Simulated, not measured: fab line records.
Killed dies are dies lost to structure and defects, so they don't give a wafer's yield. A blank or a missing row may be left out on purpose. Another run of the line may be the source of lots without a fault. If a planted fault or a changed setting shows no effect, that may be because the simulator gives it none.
2 desks, one fault | flow berkeleyCmos170 | each desk has only its own numbers; what lay behind them comes last

## DESK OF THE TOOL OWNER: lithoTrack-02
The tool's own readings at UCB170_V1_DEVELOP_11 (develop time 45 s): means of the sampled wafers that have a number, for each lot that ran on this tool. Any lot whose mean is over 4 standard deviations away from the usual mean is out of limits and marked OUT; that distance is given in the brackets.
Columns: A = developerTempC at UCB170_V1_DEVELOP_11, usual 21.00 C; B = exhaustPa at UCB170_V1_DEVELOP_11, usual 45.1 Pa
lot  | first seen here | A               | B
L318 | day 8 12:00     | 21.00           | 44.3
L323 | day 9 21:00     | 21.11           | 45.7
L334 | day 12 13:00    | 18.93 (-19) OUT | 44.0
L339 | day 13 00:00    | 18.98 (-18) OUT | 45.0
Finding of this desk: L334, L339 out of limits; the first was L334 at day 12 13:00, on developerTempC at UCB170_V1_DEVELOP_11. In limits: L318, L323.

## FROM THE METROLOGY DESK
Lot by lot, what the gauges showed, no matter which tool ran the lot: averages of those sampled wafers that carry a number. Any lot whose mean is over 4 standard deviations away from the usual mean is out of limits and marked OUT; that distance is given in the brackets.
Columns: A = GATE_OXIDE_THK at UCB170_GATE_THK_MEAS_02, usual 6.61 nm; B = cdNm at UCB170_GATE_CD_MEAS_90, usual 350.3 nm; C = cdNm at UCB170_NSD_CD_MEAS_06, usual 1199.9 nm
lot  | first seen here | A    | B     | C
L318 | day 6 21:48     | 6.62 | 351.2 | 1199.4
L320 | day 7 10:25     | 6.72 | 349.4 | 1199.5
L319 | day 7 10:26     | 6.58 | 351.4 | 1201.3
L322 | day 7 21:14     | 6.70 | 350.6 | 1200.9
L323 | day 8 05:53     | 6.57 | 350.0 | 1201.8
L326 | day 8 05:53     | 6.52 | 351.0 | 1200.1
L325 | day 8 05:54     | 6.59 | 348.1 | 1201.1
L324 | day 8 05:57     | 6.57 | 349.8 | 1197.5
L327 | day 8 22:05     | 6.69 | 349.3 | 1198.5
L328 | day 9 06:47     | 6.47 | 352.1 | 1200.8
L330 | day 9 06:50     | 6.51 | 351.3 | 1200.7
L334 | day 10 17:31    | 6.57 | 351.2 | 1200.5
L337 | day 10 17:35    | 6.63 | 347.9 | 1198.8
L339 | day 11 06:16    | 6.44 | 350.8 | 1198.6
This desk found nothing out of limits on any of the 14 lots.

## TAKEN TOGETHER
On L334, L339, at day 12 13:00, an alarm was possible from the tool owner's desk.
Metrology desk: nothing out of limits seen.
The metrology desk has L334, L339 on record, within its limits.
All the named lots went through UCB170_V1_DEVELOP_11 on lithoTrack-02.

## WHAT THE SIMULATOR HAD PUT IN
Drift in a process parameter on lithoTrack-02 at UCB170_V1_DEVELOP_11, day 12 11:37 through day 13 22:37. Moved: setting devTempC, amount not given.
Struck lots among those shown: L334, L339.
Delay in hours, fault start to first out-of-limits reading, by desk: the tool owner's desk at 1.
